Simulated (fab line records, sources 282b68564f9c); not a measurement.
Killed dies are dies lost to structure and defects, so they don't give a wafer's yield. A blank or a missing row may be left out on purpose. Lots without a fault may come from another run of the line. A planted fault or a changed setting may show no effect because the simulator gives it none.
fab line records | flow rit_cmos
record lots=6 wafers=18 last_day=7
route steps=202 shown SDANNEAL@153 PSD@157 NSD@158 PLDD@159 NLDD@160 SILICIDE@161 CONTACT@168 M1@184
lots that met no fault: from a run of the same line without faults
start_h: hours from the record's first day to the start of the lot's first wafer shown | wait_h: hours since the lot's step before | " the same as in the row above | L1.1+2: a row that stands for several wafers | - no value, or no start given | * or withheld: withheld | < > ~ a bound
route shown NAME@n: a module of which the file shows steps, and the number in the route of the first | usual: mean/standard deviation of fault-free wafers | same: alike in all rows | chamber/n: place in a boat | sites: the reading at each site | _std_site: their standard deviation | _edge_site: outer sites' mean less inner sites' | radius_mm: how far each site lies from the wafer's centre | mask NAME#n: copy n | behind: the tool/chamber that last shaped the wafer | hold: why the lot was held/for how many hours/how that ended | device: the transistor (n, p or np) that didn't switch | end of line: the same wafers' tests at the end of the route | a step without rows: its recipe alone | killed: dies lost to structure and defects at the first sort, not the wafer's yield | map: a wafer's dies, x killed, . not, _ none there
set.NAME: the setting as run; set.NAME@STEP: as run at that earlier step | model.NAME: the simulator's own value behind a step, which no gauge read
lots at some steps of the route; a table a step, a row a wafer
services: from which hour (start_h, from the record's first day; less than 0 if before it) a tool's chamber was out of use, for how many hours, and why
## steps
# step RIT_SDANNEAL_CLEAN_00
# recipe chemistry=SC1 mix=3:3:50 time_s=600 temp_c=75
# step RIT_SDANNEAL_CLEAN_01
# recipe chemistry=dHF dilution=50:1 time_s=30
# step RIT_SDANNEAL_CLEAN_02
# recipe chemistry=SC2 mix=3:3:50 time_s=600 temp_c=75 dry=n2_spin
# step RIT_SDANNEAL_RTA_03
# recipe temp_c=1050 time_s=5 idle_temp_c=600 ramp_up_c_per_s=342 ramp_down_c_per_s=171 cool_to_c=600 ambient=N2
# usual wafer_temp_C_max=1053.5/1.2
# columns lot.wafer tool chamber start_h wait_h wafer_temp_C_max
L625.1 rtp_anneal-01 0 54.94 0.0 1054.1
L625.2 " 0 " " 1054.0
L625.3 " 0 " " 1052.7
L631.1 rtp_anneal-01 0 84.53 0.0 1053.9
L631.3 " 0 " " 1055.6
L631.6 " 0 " " 1053.8
L635.1 rtp_anneal-01 0 103.39 0.0 1053.3
L635.3 " 0 " " 1051.8
L635.4 " 0 " " 1055.7
L637.1 rtp_anneal-01 0 114.33 0.0 1053.4
L637.4 " 0 " " 1052.1
L637.5 " 0 " " 1053.9
L638.1 rtp_anneal-02 0 119.91 0.0 1054.0
L638.2 " 0 " " 1053.1
L638.4 " 0 " " 1053.6
L646.2 rtp_anneal-02 0 158.97 0.0 1054.2
L646.5 " 0 " " 1052.5
L646.6 " 0 " " 1053.7
# step RIT_SDANNEAL_RS_MEAS_04
# recipe thk_meas_gauge=four-point-probe
# usual PSD_RS=116.1/0.3
# columns lot.wafer tool chamber start_h wait_h PSD_RS[ohm/sq]
L625.1 film_metro-04 - 55.00 0.0 116.0
L625.2 " - " " 116.4
L625.3 " - " " 116.0
L631.1 film_metro-04 - 84.64 0.1 116.4
L631.3 " - " " 116.3
L631.6 " - " " 116.7
L635.1 film_metro-02 - 103.45 0.0 115.8
L635.3 " - " " 115.9
L635.4 " - " " 116.1
L637.1 film_metro-02 - 114.39 0.0 116.3
L637.4 " - " " 115.8
L637.5 " - " " 115.9
L638.1 film_metro-02 - 119.97 0.0 116.1
L638.2 " - " " 115.7
L638.4 " - " " 115.8
L646.2 film_metro-04 - 159.04 0.1 116.5
L646.5 " - " " 116.6
L646.6 " - " " 116.3
# step RIT_SDANNEAL_RS_MEAS_05
# recipe thk_meas_gauge=four-point-probe
# usual NSD_RS=84.59/0.26
# columns lot.wafer tool chamber start_h wait_h NSD_RS[ohm/sq]
L625.1 film_metro-04 - 55.12 0.1 84.51
L625.2 " - " " 84.51
L625.3 " - " " 84.60
L631.1 film_metro-04 - 84.76 0.1 84.36
L631.3 " - " " 84.19
L631.6 " - " " 84.47
L635.1 film_metro-02 - 103.57 0.1 84.67
L635.3 " - " " 84.70
L635.4 " - " " 84.93
L637.1 film_metro-02 - 114.51 0.1 84.82
L637.4 " - " " 84.56
L637.5 " - " " 84.33
L638.1 film_metro-02 - 120.09 0.1 84.28
L638.2 " - " " 84.42
L638.4 " - " " 84.39
L646.2 film_metro-04 - 159.16 0.1 84.79
L646.5 " - " " 85.05
L646.6 " - " " 85.11
# step RIT_SDANNEAL_RS_MEAS_06
# recipe thk_meas_gauge=four-point-probe
# usual PLDD_RS=178.9/0.41
# columns lot.wafer tool chamber start_h wait_h PLDD_RS[ohm/sq]
L625.1 film_metro-04 - 55.24 0.1 179.2
L625.2 " - " " 178.7
L625.3 " - " " 178.7
L631.1 film_metro-04 - 84.88 0.1 178.9
L631.3 " - " " 179.1
L631.6 " - " " 179.1
L635.1 film_metro-02 - 103.69 0.1 178.2
L635.3 " - " " 177.9
L635.4 " - " " 178.4
L637.1 film_metro-02 - 114.63 0.1 178.7
L637.4 " - " " 178.9
L637.5 " - " " 178.8
L638.1 film_metro-02 - 120.21 0.1 178.8
L638.2 " - " " 178.1
L638.4 " - " " 178.5
L646.2 film_metro-04 - 159.28 0.1 178.9
L646.5 " - " " 179.5
L646.6 " - " " 178.7
# step RIT_SDANNEAL_RS_MEAS_07
# recipe thk_meas_gauge=four-point-probe
# usual NLDD_RS=151.8/0.5
# columns lot.wafer tool chamber start_h wait_h NLDD_RS[ohm/sq]
L625.1 film_metro-04 - 55.36 0.1 153.2
L625.2 " - " " 152.4
L625.3 " - " " 152.8
L631.1 film_metro-04 - 85.00 0.1 151.8
L631.3 " - " " 152.1
L631.6 " - " " 151.8
L635.1 film_metro-02 - 103.81 0.1 151.6
L635.3 " - " " 152.2
L635.4 " - " " 151.8
L637.1 film_metro-02 - 114.75 0.1 152.0
L637.4 " - " " 151.6
L637.5 " - " " 151.8
L638.1 film_metro-02 - 120.33 0.1 151.1
L638.2 " - " " 151.7
L638.4 " - " " 151.1
L646.2 film_metro-04 - 159.40 0.1 151.8
L646.5 " - " " 151.9
L646.6 " - " " 152.1
# step RIT_SILICIDE_WET_ETCH_00
# recipe chemistry=BOE target=SiO2 target_depth_nm=14 time_s=15 dry=n2_spin dilution=10:1 temp_c=21.5
# step RIT_SILICIDE_SPUTTER_01
# recipe material=Ti target_thk_nm=30 power_w=350 chamber_pressure_pa=0.667 gas=Ar time_s=240 substrate_temp_c=25
# usual throttle_valve_pct=30.0/1.3
# columns lot.wafer tool chamber start_h wait_h throttle_valve_pct
L625.1 pvd_sputter-03 - 55.50 0.0 31.6
L625.2 " - " " 31.3
L625.3 " - " " 29.8
L631.1 pvd_sputter-03 - 85.14 0.0 31.6
L631.3 " - " " 28.2
L631.6 " - " " 31.4
L635.1 pvd_sputter-03 - 103.94 0.0 31.8
L635.3 " - " " 30.0
L635.4 " - " " 31.3
L637.1 pvd_sputter-03 - 114.88 0.0 31.5
L637.4 " - " " 28.4
L637.5 " - " " 31.7
L638.1 pvd_sputter-01 - 120.46 0.0 27.8
L638.2 " - " " 30.1
L638.4 " - " " 29.4
L646.2 pvd_sputter-01 - 159.51 0.0 30.2
L646.5 " - " " 29.4
L646.6 " - " " 30.2
# step RIT_SILICIDE_RS_MEAS_02
# recipe thk_meas_gauge=four-point-probe reads=Ti_of_SILICIDE_SPUTTER_01
# usual SILICIDE_TI_RS=47.5/0.65
# columns lot.wafer tool chamber start_h wait_h SILICIDE_TI_RS[ohm/sq]
L625.1 film_metro-01 - 55.65 0.1 46.6
L625.2 " - " " 47.8
L625.3 " - " " 47.8
L631.1 film_metro-01 - 85.29 0.1 46.9
L631.3 " - " " 48.1
L631.6 " - " " 46.8
L635.1 film_metro-01 - 104.09 0.1 46.4
L635.3 " - " " 47.7
L635.4 " - " " 47.5
L637.1 film_metro-03 - 115.03 0.1 46.9
L637.4 " - " " 48.0
L637.5 " - " " 46.7
L638.1 film_metro-03 - 120.61 0.1 47.2
L638.2 " - " " 46.9
L638.4 " - " " 47.0
L646.2 film_metro-03 - 159.68 0.1 46.6
L646.5 " - " " 46.8
L646.6 " - " " 46.9
# step RIT_SILICIDE_THK_MEAS_03
# recipe thk_meas_gauge=xrf reads=Ti_of_SILICIDE_SPUTTER_01
# usual SILICIDE_TI_THK=30.6/0.34
# columns lot.wafer tool chamber start_h wait_h SILICIDE_TI_THK[nm]
L625.1 film_metro-01 - 55.77 0.1 30.9
L625.2 " - " " 30.3
L625.3 " - " " 30.3
L631.1 film_metro-01 - 85.41 0.1 30.7
L631.3 " - " " 30.2
L631.6 " - " " 30.9
L635.1 film_metro-01 - 104.21 0.1 31.2
L635.3 " - " " 30.4
L635.4 " - " " 30.5
L637.1 film_metro-03 - 115.15 0.1 30.7
L637.4 " - " " 30.3
L637.5 " - " " 30.8
L638.1 film_metro-03 - 120.73 0.1 30.9
L638.2 " - " " 31.0
L638.4 " - " " 31.0
L646.2 film_metro-03 - 159.79 0.1 31.1
L646.5 " - " " 31.1
L646.6 " - " " 31.0
# step RIT_SILICIDE_RTA_04
# recipe temp_c=650 time_s=10 idle_temp_c=25 ramp_up_s=5 ramp_down_s=5 cool_to_c=25 ambient=N2
# usual wafer_temp_C_max=652.6/0.84
# columns lot.wafer tool chamber start_h wait_h wafer_temp_C_max
L625.1 rtp_anneal-02 0 55.83 0.1 653.2
L625.2 " 0 " " 653.5
L625.3 " 0 " " 653.0
L631.1 rtp_anneal-02 0 85.47 0.1 652.9
L631.3 " 0 " " 654.0
L631.6 " 0 " " 652.0
L635.1 rtp_anneal-02 0 104.27 0.1 653.2
L635.3 " 0 " " 652.3
L635.4 " 0 " " 652.4
L637.1 rtp_anneal-02 0 115.21 0.1 653.2
L637.4 " 0 " " 653.1
L637.5 " 0 " " 654.3
L638.1 rtp_anneal-01 0 120.79 0.1 652.5
L638.2 " 0 " " 652.6
L638.4 " 0 " " 652.3
L646.2 rtp_anneal-01 0 159.85 0.1 651.8
L646.5 " 0 " " 652.2
L646.6 " 0 " " 651.6
# step RIT_SILICIDE_WET_ETCH_05
# recipe chemistry=SPM target=Ti temp_c=90 time_s=120 dry=n2_spin
# step RIT_SILICIDE_RTA_06
# recipe temp_c=750 time_s=10 idle_temp_c=25 ramp_up_s=5 ramp_down_s=10 cool_to_c=25 ambient=N2
# step RIT_CONTACT_CVD_00
# recipe material=SiO2 target_thk_nm=400 precursor=TEOS temp_c=390 time_s=61 rf_w=400
# usual heater_power_w=321/43
# columns lot.wafer tool chamber start_h wait_h heater_power_w
L625.1 pecvd-04 0 56.00 0.1 269
L625.2 " 1 " " 348
L625.3 " 2 " " 294
L631.1 pecvd-04 2 85.71 0.1 374
L631.3 " 1 " " 292
L631.6 " 1 " " 309
L635.1 pecvd-03 2 104.45 0.1 352
L635.3 " 1 " " 383
L635.4 " 1 " " 382
L637.1 pecvd-04 1 115.39 0.1 264
L637.4 " 0 " " 239
L637.5 " 2 " " 347
L638.1 pecvd-03 2 120.96 0.1 369
L638.2 " 0 " " 308
L638.4 " 2 " " 399
L646.2 pecvd-04 2 160.02 0.0 294
L646.5 " 1 " " 334
L646.6 " 0 " " 296
# step RIT_CONTACT_THK_MEAS_01
# recipe reads=SiO2_of_CONTACT_CVD_00
# usual CONTACT_TEOS_THK=398/5.2
# columns lot.wafer tool chamber start_h wait_h CONTACT_TEOS_THK[nm]
L625.1 film_metro-02 - 56.05 0.0 395
L625.2 " - " " 397
L625.3 " - " " 394
L631.1 film_metro-02 - 85.76 0.0 394
L631.3 " - " " 395
L631.6 " - " " 402
L635.1 film_metro-03 - 104.50 0.0 384
L635.3 " - " " 392
L635.4 " - " " 396
L637.1 film_metro-02 - 115.44 0.0 398
L637.4 " - " " 404
L637.5 " - " " 402
L638.1 film_metro-04 - 121.01 0.0 396
L638.2 " - " " 393
L638.4 " - " " 390
L646.2 film_metro-04 - 160.08 0.0 398
L646.5 " - " " 401
L646.6 " - " " 407
# step RIT_CONTACT_HMDS_02
# recipe prime_time_s=60 prime_temp_c=140
# step RIT_CONTACT_COAT_03
# recipe resist=NOVOLAK spin_rpm=3250 resist_thk_nm=1000
# step RIT_CONTACT_SOFTBAKE_04
# recipe resist=NOVOLAK temp_c=90 time_s=60
# step RIT_CONTACT_EXPOSE_05
# recipe mask_id=M11 na=0.6 source_shape=conventional sigma_outer=0.5 target_cd_nm=1000 dose_mj=250
# step RIT_CONTACT_PEB_06
# recipe resist=NOVOLAK temp_c=withheld time_s=withheld
# step RIT_CONTACT_DEVELOP_07
# recipe resist=NOVOLAK develop_time_s=120 dev_temp_c=23
# step RIT_CONTACT_CD_MEAS_08
# recipe target_cd_nm=1000
# usual cd_nm=1000.0/2.1
# columns lot.wafer tool chamber start_h wait_h cd_nm
L625.1 cd_sem-01 - 57.08 - 1002.5
L625.2 " - " " 1000.5
L625.3 " - " " 1001.7
L631.1 cd_sem-02 - 86.89 - 997.0
L631.3 " - " " 997.2
L631.6 " - " " 996.5
L635.1 cd_sem-02 - 105.61 - 996.9
L635.3 " - " " 997.6
L635.4 " - " " 996.8
L637.1 cd_sem-02 - 116.55 - 1004.0
L637.4 " - " " 1002.8
L637.5 " - " " 1001.4
L638.1 cd_sem-02 - 122.17 - 999.3
L638.2 " - " " 998.2
L638.4 " - " " 1001.6
L646.2 cd_sem-01 - 161.25 - 1001.1
L646.5 " - " " 1000.4
L646.6 " - " " 998.3
# step RIT_CONTACT_OVL_MEAS_09
# usual CONTACT_OVL=-1.9/1.5
# columns lot.wafer tool chamber start_h wait_h CONTACT_OVL[nm]
L625.1 overlay-02 - 57.20 0.1 -0.9
L625.2 " - " " -1.5
L625.3 " - " " -3.6
L631.1 overlay-02 - 87.01 0.1 -0.9
L631.3 " - " " -2.0
L631.6 " - " " -0.6
L635.1 overlay-02 - 105.73 0.1 -2.0
L635.3 " - " " -3.1
L635.4 " - " " -2.1
L637.1 overlay-02 - 116.67 0.1 -2.8
L637.4 " - " " -2.6
L637.5 " - " " -3.7
L638.1 overlay-01 - 122.29 0.1 -1.1
L638.2 " - " " -0.2
L638.4 " - " " -1.6
L646.2 overlay-01 - 161.35 0.1 -2.6
L646.5 " - " " -1.1
L646.6 " - " " -1.1
# step RIT_CONTACT_HARDBAKE_10
# recipe resist=NOVOLAK temp_c=140 time_s=60
# step RIT_CONTACT_ETCH_11
# recipe target_depth_a=4800 over_etch_frac=0.2 stop_on=TiSi2 chemistry=CHF3/CF4/Ar target=SiO2 CHF3_flow_sccm=50 cf4_flow_sccm=10 Ar_flow_sccm=100 O2_flow_sccm=5 pressure_mtorr=100 rf_w=200 time_s=320
# usual chamber_pressure_mTorr=100.01/0.092 drypump_motor_current_A=5.9/0.45 oes_product_au=0.985/0.016 throttle_valve_pct=8.82/0.1
# columns lot.wafer tool chamber start_h wait_h chamber_pressure_mTorr drypump_motor_current_A oes_product_au rf_hours_counter_h throttle_valve_pct
L625.1 rie_diel-01 1 57.38 0.1 100.05 5.7 1.017 4 8.80
L625.2 " 0 " " 99.98 5.9 1.003 56 8.64
L625.3 " 3 " " 99.94 5.2 0.953 43 8.92
L631.1 rie_diel-01 1 87.20 0.1 100.07 5.7 1.012 5 8.80
L631.3 " 3 " " 100.10 5.2 0.963 44 8.93
L631.6 " 0 " " 100.00 5.9 1.000 - 8.65
L635.1 rie_diel-01 2 105.92 0.1 100.10 5.5 0.998 8 8.77
L635.3 " 0 " " 99.89 5.9 0.999 57 8.65
L635.4 " 3 " " 100.01 5.1 0.959 45 8.93
L637.1 rie_diel-01 1 117.01 0.1 99.95 5.7 1.005 6 8.80
L637.4 " 2 " " 100.04 5.5 1.004 8 8.76
L637.5 " 3 " " 100.10 5.1 0.961 - 8.92
L638.1 rie_diel-04 2 122.47 0.1 99.99 6.6 0.997 107 8.74
L638.2 " 3 " " 99.94 6.1 0.992 137 8.81
L638.4 " 2 " " 100.15 6.6 0.987 - 8.72
L646.2 rie_diel-04 1 161.61 0.1 100.04 5.4 0.986 60 8.77
L646.5 " 3 " " 100.22 6.1 0.989 - 8.81
L646.6 " 2 " " 100.02 6.6 0.993 - 8.73
# step RIT_CONTACT_STRIP_12
# recipe chemistry=O2 time_s=180 resist=NOVOLAK platen_temp_c=withheld power_w=500 pressure_mtorr=4000 o2_flow_sccm=4000
# usual chamber_pressure_mTorr=4000/3.9 drypump_motor_current_A=5.5/0.58
# columns lot.wafer tool chamber start_h wait_h chamber_pressure_mTorr drypump_motor_current_A rf_hours_counter_h
L625.1 plasma_asher-01 0 57.58 0.1 4003 5.2 40
L625.2 " 1 " " 4002 5.3 40
L625.3 " 0 " " 4001 5.2 -
L631.1 plasma_asher-04 1 87.39 0.1 4008 4.7 31
L631.3 " 1 " " 4000 4.7 -
L631.6 " 0 " " 4002 5.7 -
L635.1 plasma_asher-01 1 106.11 0.1 4000 5.3 45
L635.3 " 0 " " 3996 5.3 -
L635.4 " 1 " " 3991 5.3 -
L637.1 plasma_asher-01 1 117.20 0.1 4000 5.3 47
L637.4 " 1 " " 3991 5.3 -
L637.5 " 0 " " 4000 5.2 -
L638.1 plasma_asher-01 0 122.67 0.1 4002 5.2 48
L638.2 " 1 " " 3998 5.3 48
L638.4 " 1 " " 4003 5.3 -
L646.2 plasma_asher-01 0 161.80 0.1 3995 5.2 52
L646.5 " 0 " " 3995 5.3 -
L646.6 " 1 " " 4003 5.3 -
# step RIT_CONTACT_CD_MEAS_90
# recipe target_cd_nm=1000
# usual cd_nm=1000.0/2.1
# columns lot.wafer tool chamber start_h wait_h cd_nm
L625.1 cd_sem-01 - 57.75 0.1 1002.5
L625.2 " - " " 1000.5
L625.3 " - " " 1001.8
L631.1 cd_sem-02 - 87.56 0.1 996.3
L631.3 " - " " 997.6
L631.6 " - " " 996.4
L635.1 cd_sem-01 - 106.29 0.1 997.3
L635.3 " - " " 997.4
L635.4 " - " " 997.1
L637.1 cd_sem-01 - 117.38 0.1 1002.6
L637.4 " - " " 1002.9
L637.5 " - " " 1001.2
L638.1 cd_sem-01 - 122.84 0.1 999.6
L638.2 " - " " 998.7
L638.4 " - " " 1000.8
L646.2 cd_sem-02 - 162.00 0.1 1001.0
L646.5 " - " " 1000.4
L646.6 " - " " 997.8
# step RIT_CONTACT_CLEAN_13
# recipe chemistry=SC1 mix=3:3:50 time_s=600 temp_c=75
# step RIT_CONTACT_CLEAN_14
# recipe chemistry=SC2 mix=3:3:50 time_s=600 temp_c=75 dry=n2_spin
# step RIT_M1_SPUTTER_00
# recipe material=Al target_thk_nm=400 power_w=2000 chamber_pressure_pa=0.4 gas=Ar time_s=500 substrate_temp_c=25
# step RIT_M1_RS_MEAS_01
# recipe thk_meas_gauge=four-point-probe reads=Al_of_M1_SPUTTER_00
# usual M1_AL_RS=0.0731/0.00071
# columns lot.wafer tool chamber start_h wait_h M1_AL_RS[ohm/sq]
L625.1 film_metro-04 - 58.52 0.1 0.0742
L625.2 " - " " 0.0749
L625.3 " - " " 0.0739
L631.1 film_metro-04 - 88.33 0.1 0.0730
L631.3 " - " " 0.0733
L631.6 " - " " 0.0737
L635.1 film_metro-02 - 107.07 0.1 0.0721
L635.3 " - " " 0.0722
L635.4 " - " " 0.0727
L637.1 film_metro-04 - 118.14 0.1 0.0740
L637.4 " - " " 0.0733
L637.5 " - " " 0.0729
L638.1 film_metro-02 - 123.61 0.1 0.0741
L638.2 " - " " 0.0728
L638.4 " - " " 0.0738
L646.2 film_metro-04 - 162.80 0.2 0.0728
L646.5 " - " " 0.0736
L646.6 " - " " 0.0729
# step RIT_M1_THK_MEAS_02
# recipe thk_meas_gauge=xrf reads=Al_of_M1_SPUTTER_00
# usual M1_AL_THK=404/3.9
# columns lot.wafer tool chamber start_h wait_h M1_AL_THK[nm]
L625.1 film_metro-04 - 58.64 0.1 398
L625.2 " - " " 392
L625.3 " - " " 399
L631.1 film_metro-04 - 88.45 0.1 406
L631.3 " - " " 407
L631.6 " - " " 403
L635.1 film_metro-02 - 107.19 0.1 407
L635.3 " - " " 407
L635.4 " - " " 403
L637.1 film_metro-04 - 118.26 0.1 400
L637.4 " - " " 404
L637.5 " - " " 406
L638.1 film_metro-02 - 123.73 0.1 398
L638.2 " - " " 405
L638.4 " - " " 401
L646.2 film_metro-04 - 162.91 0.1 406
L646.5 " - " " 403
L646.6 " - " " 404
# step RIT_M1_HMDS_03
# recipe prime_time_s=60 prime_temp_c=140
# step RIT_M1_COAT_04
# recipe resist=NOVOLAK spin_rpm=2000 resist_thk_nm=1300
# step RIT_M1_SOFTBAKE_05
# recipe resist=NOVOLAK temp_c=90 time_s=60
# step RIT_M1_EXPOSE_06
# recipe mask_id=M12 na=0.6 source_shape=conventional sigma_outer=0.5 target_cd_nm=2600 dose_mj=250
# step RIT_M1_PEB_07
# recipe resist=NOVOLAK temp_c=withheld time_s=withheld
# step RIT_M1_DEVELOP_08
# recipe resist=NOVOLAK develop_time_s=68 dev_temp_c=23
# step RIT_M1_CD_MEAS_09
# recipe target_cd_nm=2600
# usual cd_nm=2599.6/2
# columns lot.wafer tool chamber start_h wait_h cd_nm
L625.1 cd_sem-02 - 59.81 - 2596.5
L625.2 " - " " 2596.6
L625.3 " - " " 2596.8
L631.1 cd_sem-02 - 89.73 - 2601.1
L631.3 " - " " 2600.8
L631.6 " - " " 2603.1
L635.1 cd_sem-02 - 108.21 - 2596.5
L635.3 " - " " 2598.1
L635.4 " - " " 2595.7
L637.1 cd_sem-02 - 119.20 - 2599.3
L637.4 " - " " 2599.6
L637.5 " - " " 2599.7
L638.1 cd_sem-02 - 124.79 - 2598.8
L638.2 " - " " 2600.2
L638.4 " - " " 2601.6
L646.2 cd_sem-01 - 163.86 - 2601.3
L646.5 " - " " 2599.6
L646.6 " - " " 2601.0
# step RIT_M1_OVL_MEAS_10
# usual M1_OVL=1.5/1.2
# columns lot.wafer tool chamber start_h wait_h M1_OVL[nm]
L625.1 overlay-02 - 59.93 0.1 1.5
L625.2 " - " " 0.7
L625.3 " - " " 1.6
L631.1 overlay-02 - 89.85 0.1 1.2
L631.3 " - " " 1.9
L631.6 " - " " 1.4
L635.1 overlay-02 - 108.33 0.1 1.4
L635.3 " - " " 0.8
L635.4 " - " " -0.5
L637.1 overlay-01 - 119.32 0.1 2.1
L637.4 " - " " 2.3
L637.5 " - " " 1.4
L638.1 overlay-01 - 124.91 0.1 0.0
L638.2 " - " " -0.1
L638.4 " - " " -0.6
L646.2 overlay-02 - 163.96 0.1 1.3
L646.5 " - " " 1.2
L646.6 " - " " 1.0
# step RIT_M1_PROBE_99
# usual killed_at_M0_to_M3=0.0/0.14 killed_at_contacts=0.1/0.36 killed_at_front_end=7/3.4 killed_dies=7/3.4 killed_open=3.3/2 killed_short=3.8/2.4
# same gross_dies=264 killed_at_M4_up=0 killed_at_back_side=0 killed_at_other=0
# columns lot.wafer tool chamber start_h wait_h killed_at_M0_to_M3 killed_at_contacts killed_at_front_end killed_dies killed_open killed_short model.etest.npoly_line.line_ohm_um model.etest.ppoly_line.line_ohm_um model.etest.contact_pplus.end_ohm_um model.etest.contact_nplus.end_ohm_um model.etest.npoly_line.rs_ohm_sq model.etest.ppoly_line.rs_ohm_sq model.etest.npoly_sal.rs_ohm_sq model.etest.ppoly_sal.rs_ohm_sq
L625.1 prober-01 - 62.50 0.1 0 0 4 4 0 4 174.3 167.7 45.82 43.42 16.86 16.49 4.285 4.259
L625.2 prober-01 - 62.55 0.1 0 1 4 5 2 3 173.8 167.2 45.08 41.33 17.06 16.56 4.374 4.339
L625.3 prober-01 - 62.60 0.2 0 0 8 8 1 7 175.1 170 43.97 40.99 17.12 16.68 4.383 4.34
L631.1 prober-01 - 92.39 0.1 0 0 5 5 4 1 157.9 152.1 44.44 41.19 16.71 16.31 4.291 4.214
L631.3 prober-01 - 92.49 0.2 0 0 7 7 4 3 164.3 156.7 42.13 41.05 17.06 16.42 4.337 4.309
L631.6 prober-01 - 92.64 0.2 0 0 8 8 6 2 164.2 156.3 44.12 42.78 16.77 16.3 4.264 4.239
L635.1 prober-01 - 110.86 0.1 0 0 2 2 1 1 155.6 150.6 49.8 45.84 15.65 15.03 3.839 3.82
L635.3 prober-01 - 110.96 0.2 0 0 2 2 2 0 159.7 156.1 49.18 44.79 15.8 15.4 3.921 3.914
L635.4 prober-01 - 111.01 0.2 0 0 7 7 5 2 155.7 151.2 50.84 46.16 15.79 15.43 3.914 3.894
L637.1 prober-01 - 121.86 0.1 0 0 2 2 2 0 157.1 152.6 49.36 47.59 15.65 15.27 3.868 3.892
L637.4 prober-01 - 122.01 0.2 0 1 8 9 3 6 159.2 153.7 47.77 46.89 15.78 15.29 3.994 3.928
L637.5 prober-01 - 122.06 0.2 0 0 13 13 5 8 153.7 148.5 49.8 47.59 15.48 15.04 3.865 3.832
L638.1 prober-02 - 127.45 0.1 0 0 5 5 3 2 165.8 159.5 45.8 41.91 16.84 16.29 4.343 4.281
L638.2 prober-02 - 127.50 0.1 1 0 10 11 3 7 161.9 157.6 45.97 43.16 16.88 16.2 4.306 4.249
L638.4 prober-02 - 127.60 0.2 0 0 9 9 6 3 161.9 158.9 45.73 42.31 16.79 16.17 4.298 4.266
L646.2 prober-02 - 166.56 0.1 0 0 7 7 5 2 162 158.7 43.95 42.62 16.72 16.35 4.29 4.244
L646.5 prober-02 - 166.71 0.2 0 0 5 5 4 1 163.4 157.7 43.81 41.64 16.79 16.26 4.264 4.223
L646.6 prober-02 - 166.76 0.2 0 0 3 3 0 3 165.3 156.4 43.47 42.61 16.85 16.32 4.28 4.277
# killed by level:class
L625.1 GATE:geometric_particle:short=2 SILICIDE:geometric_particle:short=2
L625.2 ACTIVE:geometric_particle:short=1 FOX1:geometric_particle:short=1 GATE:geometric_particle:open=1 SPACER:geometric_particle:short=1 CONTACT:geometric_particle:open=1
L625.3 SPACER:geometric_particle:short=4 FOX1:geometric_particle:short=2 FOX2:geometric_particle:open=1 GATE:geometric_particle:short=1
L631.1 GATE:geometric_particle:open=3 FOX1:geometric_particle:open=1 FOX2:geometric_particle:short=1
L631.3 GATE:geometric_particle:open=3 GATE:geometric_particle:short=2 FOX1:geometric_particle:open=1 FOX2:geometric_particle:short=1
L631.6 GATE:geometric_particle:open=5 FOX2:geometric_particle:open=1 FOX2:geometric_particle:short=1 SPACER:geometric_particle:short=1
L635.1 FOX1:geometric_particle:open=1 SPACER:geometric_particle:short=1
L635.3 GATE:geometric_particle:open=2
L635.4 FOX1:geometric_particle:open=4 GATE:geometric_particle:short=1 GATE:geometric_particle:open=1 SILICIDE:geometric_particle:short=1
L637.1 GATE:geometric_particle:open=1 SPACER:geometric_particle:open=1
L637.4 SILICIDE:geometric_particle:short=3 GATE:geometric_particle:open=2 FOX1:geometric_particle:open=1 GATE:geometric_particle:short=1 REOX:geometric_particle:short=1 CONTACT:geometric_particle:short=1
L637.5 GATE:geometric_particle:short=2 SPACER:geometric_particle:open=2 SILICIDE:geometric_particle:short=2 FOX1:geometric_particle:short=1 FOX2:geometric_particle:open=1 FOX2:geometric_particle:short=1 GATE:geometric_particle:open=1 REOX:geometric_particle:short=1
L638.1 GATE:geometric_particle:open=2 ACTIVE:geometric_particle:open=1 REOX:geometric_particle:short=1 SPACER:geometric_particle:short=1
L638.2 FOX2:geometric_particle:short=4 GATE:geometric_particle:open=2 REOX:geometric_particle:short=2 GATE:geometric_particle:short=1 REOX:geometric_particle:open=1 M1:coat_microbubble_printed=1
L638.4 GATE:geometric_particle:open=6 GATE:geometric_particle:short=2 REOX:geometric_particle:short=1
L646.2 FOX1:geometric_particle:open=2 FOX1:geometric_particle:short=1 GATE:geometric_particle:open=1 SPACER:geometric_particle:open=1 SILICIDE:geometric_particle:short=1 SILICIDE:geometric_particle:open=1
L646.5 REOX:geometric_particle:open=2 FOX1:geometric_particle:open=1 FOX2:geometric_particle:open=1 SILICIDE:geometric_particle:short=1
L646.6 FOX2:geometric_particle:short=1 REOX:geometric_particle:short=1 SILICIDE:geometric_particle:short=1
## services
# columns tool chamber start_h hours kind
pvd_sputter-01 - 36.59 2.3 repair
plasma_asher-01 - 53.02 4.2 repair
pvd_sputter-01 - 54.37 4.9 repair
pecvd-04 - 54.49 0.5 repair
rie_diel-01 2 57.08 3.8 repair
rie_diel-04 0 112.06 - clean
rie_diel-04 0 112.06 14.5 scheduled_down
rie_diel-04 0 112.06 14.5 vent_cycle
pecvd-04 0 120.28 13.7 repair
pvd_sputter-03 - 130.60 0.7 repair
rie_diel-04 0 139.15 9.6 repair
rie_diel-01 - 146.37 2.8 pm
pvd_sputter-03 - 158.65 2.6 repair
## key
first_sign none at tools or gauges
model_effect step=RIT_M1_PROBE_99 value=etest.npoly_line.line_ohm_um without=165.2 struck=156.8
met_at RIT_SILICIDE_RTA_04
struck_wafers L635.1,L635.3,L635.4,L637.1,L637.4,L637.5
tester_left_out L635,L637
onset_between 85.47 104.27
also_fits RIT_SDANNEAL_RTA_03:rtp_anneal-01,RIT_SILICIDE_SPUTTER_01:pvd_sputter-03,RIT_CONTACT_ETCH_11:rie_diel-01
fault kind=process_parameter_drift tool=rtp_anneal-02 chamber=- onset_h=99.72 steps=RIT_SILICIDE_RTA_04 channel=temp_c offset=* shape=step end_h=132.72 acts_in=* stated=*
# tester_left_out: of these lots the tester's yield and bins aren't shown, on N5 and GAA mostly nor the transistor test; their killed dies are dies lost to structure and defects alone, not to doping, threshold or leakage, so they don't give the yield
